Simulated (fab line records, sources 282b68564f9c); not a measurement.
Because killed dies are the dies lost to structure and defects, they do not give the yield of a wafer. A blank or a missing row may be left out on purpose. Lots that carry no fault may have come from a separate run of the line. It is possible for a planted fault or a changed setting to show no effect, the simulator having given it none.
Which tool is to blame? + flow rit cmos + Sampling: 14 lots, 42 wafers, 2 of 202 route steps

WHAT THE GAUGES READ, wafer by wafer
RIT_ACTIVE_THK_MEAS_02.
| lot  | measured    | on            | ACTIVE_OXIDE_THK (nm) |
|------|-------------|---------------|-----------------------|
| L265 | day 1 12:03 | film metro-01 | 47.3 46.3 47.2        |
| L266 | day 1 17:22 | film metro-03 | 47.9 48.2 48.2        |
| L267 | day 1 22:04 | film metro-02 | 46.9 47.1 47.3        |
| L269 | day 2 09:02 | film metro-02 | 46.8 47.4 46.9        |
| L271 | day 2 18:51 | film metro-01 | 47.4 47.5 47.6        |
| L272 | day 3 00:53 | film metro-01 | 47.2 46.7 47.7        |
| L274 | day 3 10:39 | film metro-03 | 47.8 47.5 48.0        |
| L275 | day 3 15:13 | film metro-03 | 46.9 47.6 47.4        |
| L277 | day 4 01:59 | film metro-01 | 47.5 46.9 47.1        |
| L281 | day 4 23:32 | film metro-03 | 48.0 47.2 47.4        |
| L284 | day 5 11:37 | film metro-03 | 46.8 47.0 47.4        |
| L285 | day 5 19:21 | film metro-03 | 54.4 53.6 53.8        |
| L286 | day 5 21:17 | film metro-02 | 53.3 53.2 52.9        |
| L288 | day 6 12:52 | film metro-03 | 46.6 47.0 46.7        |

TOOL THAT RAN EACH LOT (tool first, then ch and the chambers of the sampled wafers, then the start)
| lot  | RIT_ACTIVE_OXIDATION_01      |
|------|------------------------------|
| L265 | furnace-04 ch 0, day 1 10:07 |
| L266 | furnace-03 ch 0, day 1 15:26 |
| L267 | furnace-03 ch 0, day 1 20:07 |
| L269 | furnace-03 ch 0, day 2 07:06 |
| L271 | furnace-01 ch 0, day 2 16:54 |
| L272 | furnace-04 ch 0, day 2 22:58 |
| L274 | furnace-01 ch 0, day 3 08:42 |
| L275 | furnace-01 ch 0, day 3 13:16 |
| L277 | furnace-03 ch 0, day 4 00:04 |
| L281 | furnace-01 ch 0, day 4 21:35 |
| L284 | furnace-04 ch 0, day 5 09:41 |
| L285 | furnace-01 ch 0, day 5 17:25 |
| L286 | furnace-01 ch 0, day 5 19:21 |
| L288 | furnace-03 ch 0, day 6 10:54 |
- RIT_ACTIVE_OXIDATION_01: target thk 46.8 nm, ox time 3360 s.

AS READ BY THE TOOLS THEMSELVES (means over the sampled wafers that have a number; for cases with no such wafer, the mark the record gives instead)
RIT_ACTIVE_OXIDATION_01.
| lot  | tool       | spike tc centre C (C) | spike tc load C (C) | tube center temp C (C) | tube_center_temp_C_max |
|------|------------|-----------------------|---------------------|------------------------|------------------------|
| L265 | furnace-04 | 1002.5                | 1025.2              | 1000                   | 1002.3                 |
| L266 | furnace-03 | 1002.7                | 1029.5              | 1000                   | 1002.5                 |
| L267 | furnace-03 | 1002.6                | 1028.5              | 1000                   | 1002.4                 |
| L269 | furnace-03 | 1001.5                | 1029.1              | 1000                   | 1002.6                 |
| L271 | furnace-01 | 1000.6                | 1027.7              | 1000                   | 1002.3                 |
| L272 | furnace-04 | 1000.8                | 1024.2              | 1000                   | 1002.6                 |
| L274 | furnace-01 | 1001.3                | 1027.9              | 1000                   | 1002.3                 |
| L275 | furnace-01 | 1001.3                | 1027.9              | 1000                   | 1003.1                 |
| L277 | furnace-03 | 1003.4                | 1029.4              | 1000                   | 1002.4                 |
| L281 | furnace-01 | 1001.2                | 1028.6              | 1000                   | 1002.3                 |
| L284 | furnace-04 | 1001.0                | 1025.1              | 1000                   | 1003.0                 |
| L285 | furnace-01 | 1016.5                | 1044.2              | 1015                   | 1017.5                 |
| L286 | furnace-01 | 1017.6                | 1043.3              | 1015                   | 1018.0                 |
| L288 | furnace-03 | 1002.7                | 1028.4              | 1000                   | 1002.4                 |

THE ANSWER, worked out from the rows above alone
Rule: what is usual is taken from the lots themselves. Put in order of their means at a reading, lots are off if they are a third of the lots or fewer, leave a main group of 4 or more, and stand apart from it by a gap of 3 or more times the standard deviation of the main group's means; of several such gaps the widest counts. A main group whose means are all the same, to the digits that the tables above print for the reading, isn't used. A lot without any number at a reading at which 4 lots or more have one is off too. Any other lot the step has rows for is counted as sound. After the gauges, taken in route order, come the tools' own readings; for these a lot's mean is taken, as printed above. The first step at which some lot is off is used, and at that step the reading that is off furthest; a lot without a number counts as furthest.
Off: L285, L286, at RIT_ACTIVE_THK_MEAS_02 (ACTIVE_OXIDE_THK). Mean 47.3 nm and standard deviation 0.36 in the main group.
A tool fits if, at a process step before that reading, it ran every lot that is off, and no sound lot after the first of them. Not tried: the gauges at RIT_ACTIVE_THK_MEAS_02; whatever is off there is also off at RIT_ACTIVE_OXIDATION_01, on other tools, and gauge error can't account for it. One fits: furnace-01 at RIT_ACTIVE_OXIDATION_01. A fault onset in the window from L281 (day 4 21:35, its last sound lot) to L285 (day 5 17:25, its first lot off) fits.
The tool's own readings at RIT_ACTIVE_OXIDATION_01 bear it out: on the lots that are off they differ by more than 5 times the standard deviation of the sound lots' means. spike tc centre C reads 1017.0 C there against 1001.8 C on the sound lots; spike tc load C reads 1043.8 C there against 1027.6 C on the sound lots; tube center temp C reads 1015 C there against 1000 C on the sound lots; tube_center_temp_C_max reads 1017.8 there against 1002.5 on the sound lots.

WHAT WAS PUT IN BY THE SIMULATOR
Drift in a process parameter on furnace-01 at RIT_ACTIVE_OXIDATION_01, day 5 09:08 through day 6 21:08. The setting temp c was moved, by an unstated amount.
Lots struck among those shown: L285, L286. Same finding as the rule above.
